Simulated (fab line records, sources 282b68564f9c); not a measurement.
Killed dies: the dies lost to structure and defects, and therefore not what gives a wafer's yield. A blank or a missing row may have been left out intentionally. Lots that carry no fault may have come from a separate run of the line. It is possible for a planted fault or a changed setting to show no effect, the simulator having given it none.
fab line records / flow rit-cmos
record lots=15 wafers=45 last-day=7
route steps=202 shown ACTIVE@2 M1@202
lots with no fault: from the same line, run without faults
start-h: hours from the record's opening day to when the first of the lot's shown wafers began / wait-h: hours from the lot's prior step to this one / " as in the row above / L1.1+2: several wafers, shown together as one row / - no value, or no start was given / * or withheld: withheld / < > ~ a bound
route shown NAME@n: names a module that has steps shown in the file, with the first one's number in the route / usual: average and standard deviation across the fault-free wafers / same: alike in all rows / chamber/n: place in a boat / sites: each site's reading / _std_site: standard deviation across them / _edge_site: outer sites' mean less inner sites' / radius-mm: how far each site lies from the wafer's centre / mask NAME#n: copy n / behind: the last tool/chamber to shape the wafer / hold: reason for holding the lot/hours on hold/outcome of the hold / device: which transistor (n, p or np) failed to switch / end of line: at the end of the route, the tests of the same wafers / a step without rows: its recipe alone / killed: dies that structure and defects cost at the first sort, which is not the same as the wafer's yield / map: shows each die of a wafer: x if killed, . if not, _ if none is there
set.NAME: the setting that was run; set.NAME@STEP: the one run at that earlier step / model.NAME: the simulator's own value behind a step, which no gauge read
route steps across a sampled set of lots; one table per step, one row per wafer
services: a tool's chamber out of use, with start hour (start-h, from the record's first day; less than 0 if before it), hours out, and reason
## steps
# step RIT_ACTIVE_OXIDATION_01
# recipe temp-c=1000 ambient=O2 target-thk-a=468 ox-time-s=3360
# usual spike-tc-source-C=1022/3.2 tube_center_temp_C_max=1002.5/0.41
lot.wafer=L733.1 tool=furnace-04 chamber=0 start-h=10.86 wait-h=0.8 spike-tc-source-C=1023 tube_center_temp_C_max=1003.1
lot.wafer=L733.3 tool=furnace-04 chamber=0 start-h=10.86 wait-h=0.8 spike-tc-source-C=1025 tube_center_temp_C_max=1002.5
lot.wafer=L733.6 tool=furnace-04 chamber=0 start-h=10.86 wait-h=0.8 spike-tc-source-C=1023 tube_center_temp_C_max=1002.3
lot.wafer=L734.1 tool=furnace-03 chamber=0 start-h=15.12 wait-h=0.1 spike-tc-source-C=1016 tube_center_temp_C_max=1002.2
lot.wafer=L734.3 tool=furnace-03 chamber=0 start-h=15.12 wait-h=0.1 spike-tc-source-C=1016 tube_center_temp_C_max=1002.6
lot.wafer=L734.6 tool=furnace-03 chamber=0 start-h=15.12 wait-h=0.1 spike-tc-source-C=1016 tube_center_temp_C_max=1002.3
lot.wafer=L735.1 tool=furnace-04 chamber=0 start-h=20.12 wait-h=0.1 spike-tc-source-C=1025 tube_center_temp_C_max=1001.9
lot.wafer=L735.5 tool=furnace-04 chamber=0 start-h=20.12 wait-h=0.1 spike-tc-source-C=1024 tube_center_temp_C_max=1002.3
lot.wafer=L735.6 tool=furnace-04 chamber=0 start-h=20.12 wait-h=0.1 spike-tc-source-C=1023 tube_center_temp_C_max=1002.1
lot.wafer=L737.1 tool=furnace-03 chamber=0 start-h=30.12 wait-h=0.1 spike-tc-source-C=1017 tube_center_temp_C_max=1001.9
lot.wafer=L737.4 tool=furnace-03 chamber=0 start-h=30.12 wait-h=0.1 spike-tc-source-C=1016 tube_center_temp_C_max=1003.3
lot.wafer=L737.5 tool=furnace-03 chamber=0 start-h=30.12 wait-h=0.1 spike-tc-source-C=1015 tube_center_temp_C_max=1003.8
lot.wafer=L737.1 tool=furnace-03 chamber=0 start-h=32.22 wait-h=0.2 spike-tc-source-C=1016 tube_center_temp_C_max=1002.7
lot.wafer=L737.4 tool=furnace-03 chamber=0 start-h=32.22 wait-h=0.2 spike-tc-source-C=1015 tube_center_temp_C_max=1002.7
lot.wafer=L737.5 tool=furnace-03 chamber=0 start-h=32.22 wait-h=0.2 spike-tc-source-C=1017 tube_center_temp_C_max=1002.5
lot.wafer=L738.1 tool=furnace-01 chamber=0 start-h=36.14 wait-h=1.1 spike-tc-source-C=1022 tube_center_temp_C_max=1002.9
lot.wafer=L738.4 tool=furnace-01 chamber=0 start-h=36.14 wait-h=1.1 spike-tc-source-C=1019 tube_center_temp_C_max=1002.3
lot.wafer=L738.5 tool=furnace-01 chamber=0 start-h=36.14 wait-h=1.1 spike-tc-source-C=1022 tube_center_temp_C_max=1002.2
lot.wafer=L740.1 tool=furnace-04 chamber=0 start-h=46.05 wait-h=1.0 spike-tc-source-C=1025 tube_center_temp_C_max=1002.1
lot.wafer=L740.4 tool=furnace-04 chamber=0 start-h=46.05 wait-h=1.0 spike-tc-source-C=1024 tube_center_temp_C_max=1002.7
lot.wafer=L740.5 tool=furnace-04 chamber=0 start-h=46.05 wait-h=1.0 spike-tc-source-C=1024 tube_center_temp_C_max=1002.2
lot.wafer=L743.2 tool=furnace-04 chamber=0 start-h=63.33 wait-h=3.3 spike-tc-source-C=1024 tube_center_temp_C_max=1002.2
lot.wafer=L743.3 tool=furnace-04 chamber=0 start-h=63.33 wait-h=3.3 spike-tc-source-C=1023 tube_center_temp_C_max=1003.0
lot.wafer=L743.6 tool=furnace-04 chamber=0 start-h=63.33 wait-h=3.3 spike-tc-source-C=1026 tube_center_temp_C_max=1002.5
lot.wafer=L745.1 tool=furnace-04 chamber=0 start-h=70.12 wait-h=0.1 spike-tc-source-C=1025 tube_center_temp_C_max=1002.3
lot.wafer=L745.4 tool=furnace-04 chamber=0 start-h=70.12 wait-h=0.1 spike-tc-source-C=1024 tube_center_temp_C_max=1002.1
lot.wafer=L745.6 tool=furnace-04 chamber=0 start-h=70.12 wait-h=0.1 spike-tc-source-C=1025 tube_center_temp_C_max=1003.4
lot.wafer=L745.1 tool=furnace-04 chamber=0 start-h=72.22 wait-h=0.2 spike-tc-source-C=1024 tube_center_temp_C_max=1002.1
lot.wafer=L745.4 tool=furnace-04 chamber=0 start-h=72.22 wait-h=0.2 spike-tc-source-C=1023 tube_center_temp_C_max=1002.5
lot.wafer=L745.6 tool=furnace-04 chamber=0 start-h=72.22 wait-h=0.2 spike-tc-source-C=1023 tube_center_temp_C_max=1002.3
lot.wafer=L747.4 tool=furnace-04 chamber=0 start-h=80.24 wait-h=0.2 spike-tc-source-C=1022 tube_center_temp_C_max=1002.0
lot.wafer=L747.5 tool=furnace-04 chamber=0 start-h=80.24 wait-h=0.2 spike-tc-source-C=1023 tube_center_temp_C_max=1003.3
lot.wafer=L747.6 tool=furnace-04 chamber=0 start-h=80.24 wait-h=0.2 spike-tc-source-C=1023 tube_center_temp_C_max=1002.4
lot.wafer=L747.4 tool=furnace-04 chamber=0 start-h=83.48 wait-h=1.3 spike-tc-source-C=1024 tube_center_temp_C_max=1002.6
lot.wafer=L747.5 tool=furnace-04 chamber=0 start-h=83.48 wait-h=1.3 spike-tc-source-C=1024 tube_center_temp_C_max=1004.3
lot.wafer=L747.6 tool=furnace-04 chamber=0 start-h=83.48 wait-h=1.3 spike-tc-source-C=1025 tube_center_temp_C_max=1003.1
lot.wafer=L750.1 tool=furnace-03 chamber=0 start-h=95.68 wait-h=0.7 spike-tc-source-C=1015 tube_center_temp_C_max=1002.5
lot.wafer=L750.2 tool=furnace-03 chamber=0 start-h=95.68 wait-h=0.7 spike-tc-source-C=1016 tube_center_temp_C_max=1002.2
lot.wafer=L750.5 tool=furnace-03 chamber=0 start-h=95.68 wait-h=0.7 spike-tc-source-C=1015 tube_center_temp_C_max=1003.0
lot.wafer=L751.2 tool=furnace-04 chamber=0 start-h=100.12 wait-h=0.1 spike-tc-source-C=1024 tube_center_temp_C_max=1002.2
lot.wafer=L751.5 tool=furnace-04 chamber=0 start-h=100.12 wait-h=0.1 spike-tc-source-C=1024 tube_center_temp_C_max=1003.1
lot.wafer=L751.6 tool=furnace-04 chamber=0 start-h=100.12 wait-h=0.1 spike-tc-source-C=1024 tube_center_temp_C_max=1002.3
lot.wafer=L752.4 tool=furnace-01 chamber=0 start-h=105.32 wait-h=0.2 spike-tc-source-C=1021 tube_center_temp_C_max=1002.7
lot.wafer=L752.5 tool=furnace-01 chamber=0 start-h=105.32 wait-h=0.2 spike-tc-source-C=1022 tube_center_temp_C_max=1003.5
lot.wafer=L752.6 tool=furnace-01 chamber=0 start-h=105.32 wait-h=0.2 spike-tc-source-C=1020 tube_center_temp_C_max=1002.5
lot.wafer=L753.1 tool=furnace-01 chamber=0 start-h=110.84 wait-h=0.8 spike-tc-source-C=1021 tube_center_temp_C_max=1002.9
lot.wafer=L753.3 tool=furnace-01 chamber=0 start-h=110.84 wait-h=0.8 spike-tc-source-C=1021 tube_center_temp_C_max=1002.6
lot.wafer=L753.6 tool=furnace-01 chamber=0 start-h=110.84 wait-h=0.8 spike-tc-source-C=1022 tube_center_temp_C_max=1003.2
lot.wafer=L754.1 tool=furnace-04 chamber=0 start-h=115.12 wait-h=0.1 spike-tc-source-C=1023 tube_center_temp_C_max=1002.9
lot.wafer=L754.4 tool=furnace-04 chamber=0 start-h=115.12 wait-h=0.1 spike-tc-source-C=1024 tube_center_temp_C_max=1002.2
lot.wafer=L754.6 tool=furnace-04 chamber=0 start-h=115.12 wait-h=0.1 spike-tc-source-C=1024 tube_center_temp_C_max=1003.1
lot.wafer=L756.2 tool=furnace-04 chamber=0 start-h=125.29 wait-h=0.3 spike-tc-source-C=1024 tube_center_temp_C_max=1002.7
lot.wafer=L756.3 tool=furnace-04 chamber=0 start-h=125.29 wait-h=0.3 spike-tc-source-C=1022 tube_center_temp_C_max=1002.3
lot.wafer=L756.6 tool=furnace-04 chamber=0 start-h=125.29 wait-h=0.3 spike-tc-source-C=1024 tube_center_temp_C_max=1002.7
# step RIT_ACTIVE_THK_MEAS_02
# recipe reads=SiO2_of_ACTIVE_OXIDATION_01
# usual ACTIVE_OXIDE_THK=46.8/0.83
lot.wafer=L733.1 tool=film-metro-02 chamber=- start-h=12.79 wait-h=0.0 ACTIVE_OXIDE_THK[nm]=48.9
lot.wafer=L733.3 tool=film-metro-02 chamber=- start-h=12.79 wait-h=0.0 ACTIVE_OXIDE_THK[nm]=48.7
lot.wafer=L733.6 tool=film-metro-02 chamber=- start-h=12.79 wait-h=0.0 ACTIVE_OXIDE_THK[nm]=48.7
lot.wafer=L734.1 tool=film-metro-01 chamber=- start-h=17.05 wait-h=0.0 ACTIVE_OXIDE_THK[nm]=46.4
lot.wafer=L734.3 tool=film-metro-01 chamber=- start-h=17.05 wait-h=0.0 ACTIVE_OXIDE_THK[nm]=46.4
lot.wafer=L734.6 tool=film-metro-01 chamber=- start-h=17.05 wait-h=0.0 ACTIVE_OXIDE_THK[nm]=46.8
lot.wafer=L735.1 tool=film-metro-04 chamber=- start-h=22.05 wait-h=0.0 ACTIVE_OXIDE_THK[nm]=46.0
lot.wafer=L735.5 tool=film-metro-04 chamber=- start-h=22.05 wait-h=0.0 ACTIVE_OXIDE_THK[nm]=47.0
lot.wafer=L735.6 tool=film-metro-04 chamber=- start-h=22.05 wait-h=0.0 ACTIVE_OXIDE_THK[nm]=45.9
lot.wafer=L737.1 tool=film-metro-02 chamber=- start-h=34.21 wait-h=0.1 ACTIVE_OXIDE_THK[nm]=77.1
lot.wafer=L737.4 tool=film-metro-02 chamber=- start-h=34.21 wait-h=0.1 ACTIVE_OXIDE_THK[nm]=75.4
lot.wafer=L737.5 tool=film-metro-02 chamber=- start-h=34.21 wait-h=0.1 ACTIVE_OXIDE_THK[nm]=76.4
lot.wafer=L738.1 tool=film-metro-01 chamber=- start-h=38.08 wait-h=0.0 ACTIVE_OXIDE_THK[nm]=46.0
lot.wafer=L738.4 tool=film-metro-01 chamber=- start-h=38.08 wait-h=0.0 ACTIVE_OXIDE_THK[nm]=46.0
lot.wafer=L738.5 tool=film-metro-01 chamber=- start-h=38.08 wait-h=0.0 ACTIVE_OXIDE_THK[nm]=45.7
lot.wafer=L740.1 tool=film-metro-04 chamber=- start-h=47.98 wait-h=0.0 ACTIVE_OXIDE_THK[nm]=46.9
lot.wafer=L740.4 tool=film-metro-04 chamber=- start-h=47.98 wait-h=0.0 ACTIVE_OXIDE_THK[nm]=46.9
lot.wafer=L740.5 tool=film-metro-04 chamber=- start-h=47.98 wait-h=0.0 ACTIVE_OXIDE_THK[nm]=46.5
lot.wafer=L743.2 tool=film-metro-01 chamber=- start-h=65.27 wait-h=0.0 ACTIVE_OXIDE_THK[nm]=45.4
lot.wafer=L743.3 tool=film-metro-01 chamber=- start-h=65.27 wait-h=0.0 ACTIVE_OXIDE_THK[nm]=45.5
lot.wafer=L743.6 tool=film-metro-01 chamber=- start-h=65.27 wait-h=0.0 ACTIVE_OXIDE_THK[nm]=46.0
lot.wafer=L745.1 tool=film-metro-01 chamber=- start-h=74.15 wait-h=0.0 ACTIVE_OXIDE_THK[nm]=71.9
lot.wafer=L745.4 tool=film-metro-01 chamber=- start-h=74.15 wait-h=0.0 ACTIVE_OXIDE_THK[nm]=72.8
lot.wafer=L745.6 tool=film-metro-01 chamber=- start-h=74.15 wait-h=0.0 ACTIVE_OXIDE_THK[nm]=71.9
lot.wafer=L747.4 tool=film-metro-01 chamber=- start-h=85.45 wait-h=0.0 ACTIVE_OXIDE_THK[nm]=73.5
lot.wafer=L747.5 tool=film-metro-01 chamber=- start-h=85.45 wait-h=0.0 ACTIVE_OXIDE_THK[nm]=73.1
lot.wafer=L747.6 tool=film-metro-01 chamber=- start-h=85.45 wait-h=0.0 ACTIVE_OXIDE_THK[nm]=72.7
lot.wafer=L750.1 tool=film-metro-01 chamber=- start-h=97.63 wait-h=0.0 ACTIVE_OXIDE_THK[nm]=47.3
lot.wafer=L750.2 tool=film-metro-01 chamber=- start-h=97.63 wait-h=0.0 ACTIVE_OXIDE_THK[nm]=47.1
lot.wafer=L750.5 tool=film-metro-01 chamber=- start-h=97.63 wait-h=0.0 ACTIVE_OXIDE_THK[nm]=47.4
lot.wafer=L751.2 tool=film-metro-01 chamber=- start-h=102.06 wait-h=0.0 ACTIVE_OXIDE_THK[nm]=46.8
lot.wafer=L751.5 tool=film-metro-01 chamber=- start-h=102.06 wait-h=0.0 ACTIVE_OXIDE_THK[nm]=46.7
lot.wafer=L751.6 tool=film-metro-01 chamber=- start-h=102.06 wait-h=0.0 ACTIVE_OXIDE_THK[nm]=46.6
lot.wafer=L752.4 tool=film-metro-01 chamber=- start-h=107.29 wait-h=0.0 ACTIVE_OXIDE_THK[nm]=45.9
lot.wafer=L752.5 tool=film-metro-01 chamber=- start-h=107.29 wait-h=0.0 ACTIVE_OXIDE_THK[nm]=46.1
lot.wafer=L752.6 tool=film-metro-01 chamber=- start-h=107.29 wait-h=0.0 ACTIVE_OXIDE_THK[nm]=46.2
lot.wafer=L753.1 tool=film-metro-01 chamber=- start-h=112.77 wait-h=0.0 ACTIVE_OXIDE_THK[nm]=46.8
lot.wafer=L753.3 tool=film-metro-01 chamber=- start-h=112.77 wait-h=0.0 ACTIVE_OXIDE_THK[nm]=47.0
lot.wafer=L753.6 tool=film-metro-01 chamber=- start-h=112.77 wait-h=0.0 ACTIVE_OXIDE_THK[nm]=47.2
lot.wafer=L754.1 tool=film-metro-01 chamber=- start-h=117.05 wait-h=0.0 ACTIVE_OXIDE_THK[nm]=46.6
lot.wafer=L754.4 tool=film-metro-01 chamber=- start-h=117.05 wait-h=0.0 ACTIVE_OXIDE_THK[nm]=46.6
lot.wafer=L754.6 tool=film-metro-01 chamber=- start-h=117.05 wait-h=0.0 ACTIVE_OXIDE_THK[nm]=46.9
lot.wafer=L756.2 tool=film-metro-01 chamber=- start-h=127.23 wait-h=0.0 ACTIVE_OXIDE_THK[nm]=47.8
lot.wafer=L756.3 tool=film-metro-01 chamber=- start-h=127.23 wait-h=0.0 ACTIVE_OXIDE_THK[nm]=47.9
lot.wafer=L756.6 tool=film-metro-01 chamber=- start-h=127.23 wait-h=0.0 ACTIVE_OXIDE_THK[nm]=48.1
# step RIT_M1_PROBE_99
# usual killed-at-contacts=0.1/0.32 killed-at-front-end=7/3 killed-dies=7/3.1 killed-open=3.3/1.8 killed-short=3.6/2
# same gross-dies=264 killed_at_M0_to_M3=0 killed_at_M4_up=0 killed-at-back-side=0 killed-at-other=0
lot.wafer=L737.1 tool=prober-01 chamber=- start-h=85.49 wait-h=0.1 killed-at-contacts=0 killed-at-front-end=13 killed-dies=13 killed-open=3 killed-short=10
lot.wafer=L737.4 tool=prober-01 chamber=- start-h=85.64 wait-h=0.2 killed-at-contacts=0 killed-at-front-end=9 killed-dies=9 killed-open=4 killed-short=5
lot.wafer=L737.5 tool=prober-01 chamber=- start-h=85.69 wait-h=0.2 killed-at-contacts=0 killed-at-front-end=7 killed-dies=7 killed-open=5 killed-short=2
lot.wafer=L745.1 tool=prober-01 chamber=- start-h=128.79 wait-h=0.1 killed-at-contacts=0 killed-at-front-end=4 killed-dies=4 killed-open=2 killed-short=2
lot.wafer=L745.4 tool=prober-01 chamber=- start-h=128.94 wait-h=0.2 killed-at-contacts=0 killed-at-front-end=14 killed-dies=14 killed-open=9 killed-short=5
lot.wafer=L745.6 tool=prober-01 chamber=- start-h=129.04 wait-h=0.2 killed-at-contacts=0 killed-at-front-end=7 killed-dies=7 killed-open=3 killed-short=4
lot.wafer=L747.4 tool=prober-01 chamber=- start-h=137.98 wait-h=0.2 killed-at-contacts=0 killed-at-front-end=7 killed-dies=7 killed-open=2 killed-short=5
lot.wafer=L747.5 tool=prober-01 chamber=- start-h=138.03 wait-h=0.2 killed-at-contacts=0 killed-at-front-end=4 killed-dies=4 killed-open=2 killed-short=2
lot.wafer=L747.6 tool=prober-01 chamber=- start-h=138.08 wait-h=0.2 killed-at-contacts=0 killed-at-front-end=3 killed-dies=3 killed-open=0 killed-short=3
# killed by level:class
L737.1 FOX2:geometric-particle:short=3 REOX:geometric-particle:short=3 GATE:geometric-particle:open=2 GATE:geometric-particle:short=2 REOX:geometric-particle:open=1 SPACER:geometric-particle:short=1 SILICIDE:geometric-particle:short=1
L737.4 GATE:geometric-particle:open=3 GATE:geometric-particle:short=2 FOX1:geometric-particle:open=1 FOX2:geometric-particle:short=1 REOX:geometric-particle:short=1 SPACER:geometric-particle:short=1
L737.5 REOX:geometric-particle:open=3 FOX1:geometric-particle:open=2 FOX2:geometric-particle:short=1 SPACER:geometric-particle:short=1
L745.1 FOX1:geometric-particle:short=1 FOX1:geometric-particle:open=1 GATE:geometric-particle:short=1 GATE:geometric-particle:open=1
L745.4 SILICIDE:geometric-particle:open=5 GATE:geometric-particle:open=2 SILICIDE:geometric-particle:short=2 FOX1:geometric-particle:short=1 REOX:geometric-particle:open=1 REOX:geometric-particle:short=1 SPACER:geometric-particle:open=1 SPACER:geometric-particle:short=1
L745.6 GATE:geometric-particle:open=2 FOX1:geometric-particle:short=1 GATE:geometric-particle:short=1 REOX:geometric-particle:open=1 REOX:geometric-particle:short=1 SPACER:geometric-particle:short=1
L747.4 GATE:geometric-particle:short=2 REOX:geometric-particle:short=2 FOX2:geometric-particle:open=1 FOX2:geometric-particle:short=1 GATE:geometric-particle:open=1
L747.5 FOX2:geometric-particle:open=1 GATE:geometric-particle:open=1 GATE:geometric-particle:short=1 SPACER:geometric-particle:short=1
L747.6 FOX1:geometric-particle:short=1 GATE:geometric-particle:short=1 REOX:geometric-particle:short=1
## services
tool=furnace-04 chamber=- start-h=34.39 hours=2.6 kind=pm
tool=furnace-01 chamber=- start-h=59.51 hours=4.3 kind=pm
## key
first-sign step=RIT_ACTIVE_OXIDATION_01 reading=visit direction=added
effect step=RIT_ACTIVE_THK_MEAS_02 reading=ACTIVE_OXIDE_THK direction=up sigmas=33 usual=46.8 struck=73.9
met-at RIT_ACTIVE_OXIDATION_01
struck-lots L737,L745,L747
tester-left-out L737,L745,L747
fault kind=repeated-step-whole tool=furnace-01,furnace-03,furnace-04 chamber=- onset-h=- steps=RIT_ACTIVE_OXIDATION_01 times=1 scope=struck-lots-only
# tester-left-out: of these lots the tester's yield and bins aren't shown, on N5 and GAA mostly nor the transistor test; their killed dies are dies lost to structure and defects alone, not to doping, threshold or leakage, so they don't give the yield
